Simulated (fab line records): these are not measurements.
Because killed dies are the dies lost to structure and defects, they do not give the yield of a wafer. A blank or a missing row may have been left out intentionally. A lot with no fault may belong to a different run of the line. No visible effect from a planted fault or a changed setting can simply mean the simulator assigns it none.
fab line records	flow ritCmos
record lots=6	wafers=18	lastDay=8
route steps=202 shown M1@184
lots that met no fault: taken from a fault-free run of the same line
startH: hours from the record's first day to the start of the lot's first wafer shown	waitH: hours since the lot's step before	" repeats the value in the row above	L1.1+2: one row covering several wafers at once	- value missing, or start not given	* or withheld: withheld	< > ~ a bound
route shown NAME@n: NAME is a module with steps in the file, n the number in the route of the first one	usual: mean/standard deviation taken from wafers without a fault	same: alike in all rows	chamber/n: place in a boat	sites: each site's reading	_std_site: the standard deviation of these	_edge_site: inner sites' mean taken away from outer sites' mean	radiusMm: how far each site lies from the wafer's centre	mask NAME#n: copy n	behind: the last tool/chamber to shape the wafer	hold: cause of the lot's hold/its duration in hours/its outcome	device: the transistor (n, p or np) that didn't switch	end of line: the same wafers' tests at the end of the route	a step given without rows: its recipe and nothing more	killed: dies that structure and defects cost at the first sort, which is not the same as the wafer's yield	map: the dies of a wafer, with x for killed, . for not killed, _ for no die there
set.NAME: the setting the step ran with; set.NAME@STEP: the setting that earlier step ran with	model.NAME: the simulator's own value behind a step, which no gauge read
lots at selected steps of the route; one table per step, one row per wafer
services: a tool's chamber out of use, with start hour (startH, from the record's first day; less than 0 if before it), hours out, and reason
## steps
# step RIT_M1_SPUTTER_00
# recipe material=Al	targetThkNm=400	powerW=2000	chamberPressurePa=0.4	gas=Ar	timeS=500	substrateTempC=25
# usual throttleValvePct=29.8/0.87
lot.wafer	tool	chamber	startH	waitH	throttleValvePct
L144.1	pvdSputter-04	-	63.26	0.0	29.6
L144.3	"	-	"	"	30.5
L144.5	"	-	"	"	28.9
L152.1	pvdSputter-04	-	100.74	0.0	30.4
L152.5	"	-	"	"	30.5
L152.6	"	-	"	"	28.4
L154.1	pvdSputter-04	-	107.82	0.0	28.3
L154.2	"	-	"	"	30.2
L154.4	"	-	"	"	28.7
L162.2	pvdSputter-01	-	155.04	0.0	30.4
L162.4	"	-	"	"	29.5
L162.6	"	-	"	"	30.3
L166.1	pvdSputter-03	-	176.30	0.0	30.8
L166.2	"	-	"	"	30.8
L166.3	"	-	"	"	31.1
L167.1	pvdSputter-01	-	183.19	0.0	30.0
L167.5	"	-	"	"	29.5
L167.6	"	-	"	"	30.3
# step RIT_M1_RS_MEAS_01
# recipe thkMeasGauge=four-point-probe	reads=Al_of_M1_SPUTTER_00
# usual M1_AL_RS=0.0740/0.00075
lot.wafer	tool	chamber	startH	waitH	M1_AL_RS[ohm/sq]
L144.1	filmMetro-01	-	63.55	0.1	0.0746
L144.3	"	-	"	"	0.0746
L144.5	"	-	"	"	0.0740
L152.1	filmMetro-02	-	101.03	0.1	0.0744
L152.5	"	-	"	"	0.0741
L152.6	"	-	"	"	0.0744
L154.1	filmMetro-04	-	108.12	0.1	0.0744
L154.2	"	-	"	"	0.0741
L154.4	"	-	"	"	0.0736
L162.2	filmMetro-01	-	155.35	0.2	0.0743
L162.4	"	-	"	"	0.0739
L162.6	"	-	"	"	0.0745
L166.1	filmMetro-04	-	176.59	0.1	0.0733
L166.2	"	-	"	"	0.0736
L166.3	"	-	"	"	0.0732
L167.1	filmMetro-01	-	183.48	0.1	0.0740
L167.5	"	-	"	"	0.0740
L167.6	"	-	"	"	0.0743
# step RIT_M1_THK_MEAS_02
# recipe thkMeasGauge=xrf	reads=Al_of_M1_SPUTTER_00
# usual M1_AL_THK=404/4.9
lot.wafer	tool	chamber	startH	waitH	M1_AL_THK[nm]
L144.1	filmMetro-01	-	63.67	0.1	401
L144.3	"	-	"	"	395
L144.5	"	-	"	"	401
L152.1	filmMetro-02	-	101.15	0.1	402
L152.5	"	-	"	"	406
L152.6	"	-	"	"	404
L154.1	filmMetro-04	-	108.24	0.1	402
L154.2	"	-	"	"	403
L154.4	"	-	"	"	408
L162.2	filmMetro-01	-	155.46	0.1	402
L162.4	"	-	"	"	400
L162.6	"	-	"	"	400
L166.1	filmMetro-04	-	176.71	0.1	407
L166.2	"	-	"	"	403
L166.3	"	-	"	"	407
L167.1	filmMetro-01	-	183.60	0.1	401
L167.5	"	-	"	"	397
L167.6	"	-	"	"	397
# step RIT_M1_HMDS_03
# recipe primeTimeS=60	primeTempC=140
# step RIT_M1_COAT_04
# recipe resist=NOVOLAK	spinRpm=2000	resistThkNm=1300
# step RIT_M1_SOFTBAKE_05
# recipe resist=NOVOLAK	tempC=90	timeS=60
# step RIT_M1_EXPOSE_06
# recipe maskId=M12	na=0.6	sourceShape=conventional	sigmaOuter=0.5	targetCdNm=2600	doseMj=250
# step RIT_M1_PEB_07
# recipe resist=NOVOLAK	tempC=withheld	timeS=withheld
# step RIT_M1_DEVELOP_08
# recipe resist=NOVOLAK	developTimeS=68	devTempC=23
# step RIT_M1_CD_MEAS_09
# recipe targetCdNm=2600
# usual cdNm=2599.8/2.1
lot.wafer	tool	chamber	startH	waitH	hold	cdNm
L144.1	cdSem-01	-	64.74	-	-	2597.3
L144.3	"	-	"	"	-	2597.8
L144.5	"	-	"	"	-	2598.5
L152.1	cdSem-02	-	102.37	-	-	2601.9
L152.5	"	-	"	"	-	2600.8
L152.6	"	-	"	"	-	2600.8
L154.1	cdSem-01	-	109.35	-	awaitDispo/0.2h/release	2583.3
L154.2	"	-	"	"	awaitDispo/0.2h/release	2585.0
L154.4	"	-	"	"	awaitDispo/0.2h/release	2583.9
L154.1	cdSem-01	-	109.64	0.3	-	2583.1
L154.2	"	-	"	"	-	2584.9
L154.4	"	-	"	"	-	2583.7
L162.2	cdSem-01	-	156.54	-	-	2598.2
L162.4	"	-	"	"	-	2598.7
L162.6	"	-	"	"	-	2598.5
L166.1	cdSem-02	-	177.91	-	-	2599.6
L166.2	"	-	"	"	-	2602.1
L166.3	"	-	"	"	-	2598.8
L167.1	cdSem-02	-	185.00	-	-	2599.0
L167.5	"	-	"	"	-	2598.0
L167.6	"	-	"	"	-	2601.1
# step RIT_M1_OVL_MEAS_10
# usual M1_OVL=-0.8/1.6
lot.wafer	tool	chamber	startH	waitH	hold	M1_OVL[nm]
L144.1	overlay-01	-	64.86	0.1	-	-2.5
L144.3	"	-	"	"	-	0.4
L144.5	"	-	"	"	-	0.9
L152.1	overlay-02	-	102.49	0.1	-	0.9
L152.5	"	-	"	"	-	0.9
L152.6	"	-	"	"	-	0.2
L154.1	overlay-01	-	113.91	4.3	awaitDispo/4.2h/release	-1.1
L154.2	"	-	"	"	awaitDispo/4.2h/release	-1.2
L154.4	"	-	"	"	awaitDispo/4.2h/release	-1.3
L162.2	overlay-01	-	156.64	0.1	-	-3.2
L162.4	"	-	"	"	-	-4.4
L162.6	"	-	"	"	-	-2.2
L166.1	overlay-01	-	178.03	0.1	-	-1.7
L166.2	"	-	"	"	-	-2.2
L166.3	"	-	"	"	-	-2.1
L167.1	overlay-02	-	185.12	0.1	-	-1.0
L167.5	"	-	"	"	-	0.8
L167.6	"	-	"	"	-	0.8
# step RIT_M1_HARDBAKE_11
# recipe resist=NOVOLAK	tempC=140	timeS=120
# step RIT_M1_METAL_ETCH_12
# recipe stopOn=SiO2	chemistry=Cl2/BCl3	target=Al	timeS=165	overEtchFrac=0.5	pressureMtorr=100	targetDepthA=6000	rfW=250	Cl2_flow_sccm=60	bcl3FlowSccm=50
# usual drypumpMotorCurrentA=5.7/0.53	heBacksideLeakSccm=3.37/0.27	mfcCl2Sccm=60.02/0.2	oesProductAu=0.775/0.011	rfFwdPowerW=248.9/0.84	throttleValvePct=8.40/0.12
lot.wafer	tool	chamber	startH	waitH	drypumpMotorCurrentA	heBacksideLeakSccm	mfcCl2Sccm	oesProductAu	rfFwdPowerW	rfHoursCounterH	throttleValvePct	model.NOVOLAK_of_M1_COAT_04.thkNm	model.M1.cdNm	model.SiO2_of_CONTACT_CVD_00.thkNm
L144.1	rieMetal-02	0	65.16	0.2	5.7	3.43	59.91	0.767	249.4	1	8.53	795	2595	361.4
L144.3	"	0	"	"	5.8	3.38	59.93	0.777	248.6	-	8.54	795.1	2595	363.5
L144.5	"	0	"	"	5.8	3.48	60.04	0.775	248.9	-	8.52	790.6	2597	365.6
L152.1	rieMetal-01	1	102.83	0.2	6.3	2.86	60.09	0.766	248.4	4	8.55	808.4	2605	369.7
L152.5	"	1	"	"	6.2	3.00	60.30	0.772	247.9	-	8.57	811.1	2603	370.1
L152.6	"	0	"	"	5.6	3.36	59.85	0.774	348.7	-	8.27	665.1	2578	354.8
L154.1	rieMetal-01	1	114.20	0.2	6.3	3.03	60.33	0.775	250.5	5	8.57	809.7	2586	361.7
L154.2	"	0	"	"	5.6	3.32	60.10	0.779	348.2	5	8.29	667.6	2561	356.2
L154.4	"	0	"	"	5.5	3.37	59.96	0.776	347.6	-	8.28	664.3	2561	362.5
L162.2	rieMetal-04	0	156.92	0.2	5.2	3.28	59.86	0.784	249.9	0	8.39	795.9	2597	357.4
L162.4	"	0	"	"	5.2	3.63	59.86	0.792	250.3	-	8.40	797	2598	370.6
L162.6	"	0	"	"	5.2	3.41	60.10	0.784	249.5	-	8.40	795.5	2597	361.8
L166.1	rieMetal-01	1	178.32	0.2	6.2	2.91	59.72	0.765	249.3	5	8.56	814.9	2603	366.7
L166.2	"	0	"	"	5.5	3.51	60.13	0.770	247.1	5	8.30	797.9	2602	359.5
L166.3	"	0	"	"	5.6	3.41	60.22	0.781	247.2	-	8.29	801.3	2599	368.8
L167.1	rieMetal-02	0	185.69	0.2	5.7	3.45	59.71	0.776	247.1	2	8.50	793.5	2597	362.4
L167.5	"	1	"	"	6.4	3.24	59.90	0.789	249.5	-	8.40	810.7	2598	374.9
L167.6	"	0	"	"	5.7	3.19	59.98	0.773	246.8	-	8.52	790.2	2598	364.4
# step RIT_M1_STRIP_13
# recipe chemistry=nmp	resist=NOVOLAK	tempC=80	timeS=600	dry=n2Spin
# step RIT_M1_STRIP_14
# recipe chemistry=O2	timeS=180	platenTempC=withheld	powerW=500	pressureMtorr=4000	o2FlowSccm=4000
# usual drypumpMotorCurrentA=5.9/0.54
lot.wafer	tool	chamber	startH	waitH	drypumpMotorCurrentA	rfHoursCounterH
L144.1	plasmaAsher-03	0	65.50	0.0	5.6	41
L144.3	"	1	"	"	6.5	-
L144.5	"	1	"	"	6.5	-
L152.1	plasmaAsher-02	1	103.17	0.0	4.9	44
L152.5	"	0	"	"	6.6	-
L152.6	"	1	"	"	4.9	-
L154.1	plasmaAsher-03	0	114.54	0.0	5.6	46
L154.2	"	1	"	"	6.5	46
L154.4	"	1	"	"	6.4	-
L162.2	plasmaAsher-02	1	157.28	0.0	4.9	49
L162.4	"	1	"	"	4.8	-
L162.6	"	0	"	"	6.6	-
L166.1	plasmaAsher-03	0	178.67	0.0	5.6	54
L166.2	"	1	"	"	6.5	54
L166.3	"	0	"	"	5.6	-
L167.1	plasmaAsher-03	0	186.03	0.0	5.6	54
L167.5	"	0	"	"	5.6	-
L167.6	"	1	"	"	6.4	-
# step RIT_M1_CD_MEAS_90
# recipe targetCdNm=2600
# usual cdNm=2599.6/2.8
lot.wafer	tool	chamber	startH	waitH	hold	cdNm
L144.1	cdSem-01	-	65.67	0.1	-	2595.2
L144.3	"	-	"	"	-	2595.5
L144.5	"	-	"	"	-	2596.7
L152.1	cdSem-01	-	103.35	0.1	awaitDispo/0.2h/release	2604.5
L152.5	"	-	"	"	awaitDispo/0.2h/release	2602.9
L152.6	"	-	"	"	awaitDispo/0.2h/release	2577.8
L152.1	cdSem-01	-	103.63	0.3	-	2604.9
L152.5	"	-	"	"	-	2602.9
L152.6	"	-	"	"	-	2577.7
L154.1	cdSem-01	-	114.71	0.1	awaitDispo/0.2h/release	2586.1
L154.2	"	-	"	"	awaitDispo/0.2h/release	2560.9
L154.4	"	-	"	"	awaitDispo/0.2h/release	2561.1
L154.1	cdSem-01	-	115.00	0.3	-	2585.6
L154.2	"	-	"	"	-	2561.0
L154.4	"	-	"	"	-	2561.3
L162.2	cdSem-02	-	157.47	0.1	-	2597.7
L162.4	"	-	"	"	-	2598.1
L162.6	"	-	"	"	-	2597.2
L166.1	cdSem-01	-	178.85	0.1	-	2602.6
L166.2	"	-	"	"	-	2602.6
L166.3	"	-	"	"	-	2599.0
L167.1	cdSem-01	-	186.21	0.1	-	2597.4
L167.5	"	-	"	"	-	2598.3
L167.6	"	-	"	"	-	2597.9
# step RIT_M1_PROBE_99
# usual defectLimitedYield=97.6/1	killedAtContacts=0.1/0.23	killedAtFrontEnd=6.2/2.8	killedDies=6.3/2.7	killedOpen=3.1/2	killedShort=3.2/1.8	sort_bin_3_pad_short=0.1/0.18	sort_bin_5_function=1.3/0.73	sort_bin_6_memory=1.0/0.62	sortNPass=257.7/2.7	sortYieldPct=97.6/1
# same grossDies=264	killed_at_M0_to_M3=0	killed_at_M4_up=0	killedAtBackSide=0	killedAtOther=0
lot.wafer	tool	chamber	startH	waitH	defectLimitedYield[%]	killedAtContacts	killedAtFrontEnd	killedDies	killedOpen	killedShort	sort_bin_3_pad_short[%]	sort_bin_5_function[%]	sort_bin_6_memory[%]	sortNPass	sortYieldPct[%]
L152.1	prober-01	-	109.26	0.1	98.1	0	5	5	3	2	0	1.1	0.8	259.0	98.1
L152.5	prober-01	-	109.46	0.2	98.9	0	3	3	1	2	0	0	1.1	261.0	98.9
L152.6	prober-01	-	109.51	0.2	98.1	0	5	5	3	2	0	1.5	0.4	259.0	98.1
L154.1	prober-01	-	122.75	0.1	98.5	0	4	4	2	2	0	1.5	0	260.0	98.5
L154.2	prober-01	-	122.80	0.1	98.1	0	5	5	3	2	0.4	0.4	1.1	259.0	98.1
L154.4	prober-01	-	122.90	0.2	97.7	1	5	6	3	3	0	1.9	0.4	258.0	97.7
# killed by level:class
L152.1 ACTIVE:geometricParticle:short=1 FOX1:geometricParticle:open=1 FOX1:geometricParticle:short=1 FOX2:geometricParticle:open=1 REOX:geometricParticle:open=1
L152.5 GATE:geometricParticle:short=1 SPACER:geometricParticle:open=1 SPACER:geometricParticle:short=1
L152.6 GATE:geometricParticle:open=3 GATE:geometricParticle:short=1 SILICIDE:geometricParticle:short=1
L154.1 FOX1:geometricParticle:short=1 FOX1:geometricParticle:open=1 GATE:geometricParticle:open=1 GATE:geometricParticle:short=1
L154.2 FOX1:geometricParticle:open=2 FOX1:geometricParticle:short=1 FOX2:geometricParticle:short=1 GATE:geometricParticle:open=1
L154.4 FOX1:geometricParticle:open=2 FOX1:geometricParticle:short=1 GATE:geometricParticle:short=1 REOX:geometricParticle:open=1 CONTACT:geometricParticle:short=1
## services
tool	chamber	startH	hours	kind
pvdSputter-01	-	51.14	2.0	repair
rieMetal-04	0	57.60	16.7	repair
rieMetal-02	0	66.56	4.9	repair
pvdSputter-03	-	72.33	36.9	repair
pvdSputter-01	-	99.46	6.6	repair
rieMetal-04	0	101.85	2.4	repair
pvdSputter-01	-	115.72	1.0	repair
rieMetal-04	-	136.12	20.0	pm
rieMetal-04	0	136.12	20.0	ventCycle
rieMetal-04	1	136.12	20.0	ventCycle
rieMetal-04	0	156.12	-	clean
rieMetal-04	1	156.12	-	clean
rieMetal-04	1	164.06	16.1	repair
rieMetal-04	0	168.38	2.7	repair
## key
firstSign step=RIT_M1_METAL_ETCH_12	reading=rfFwdPowerW	direction=up	sigmas=99+	usual=248.9	struck=348.2
effect step=RIT_M1_CD_MEAS_90	reading=visit	direction=added	through=controlLoop
effect step=RIT_M1_CD_MEAS_90	reading=cdNm	direction=down	sigmas=12	usual=2599.6	struck=2566.6	through=controlLoop
modelEffect step=RIT_M1_METAL_ETCH_12	value=NOVOLAK_of_M1_COAT_04.thkNm	without=799.9	struck=665.7
metAt RIT_M1_METAL_ETCH_12
struckWafers L152.6,L154.2,L154.4
loopTrim step=RIT_M1_EXPOSE_06	setting=dose	lots=L154
fault kind=processParameterDrift	tool=rieMetal-01	chamber=0	onsetH=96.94	steps=RIT_M1_METAL_ETCH_12	channel=rfW	offset=100	shape=step	endH=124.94	stated=250
# loopTrim: a control loop set the setting to another value than it would have without faults
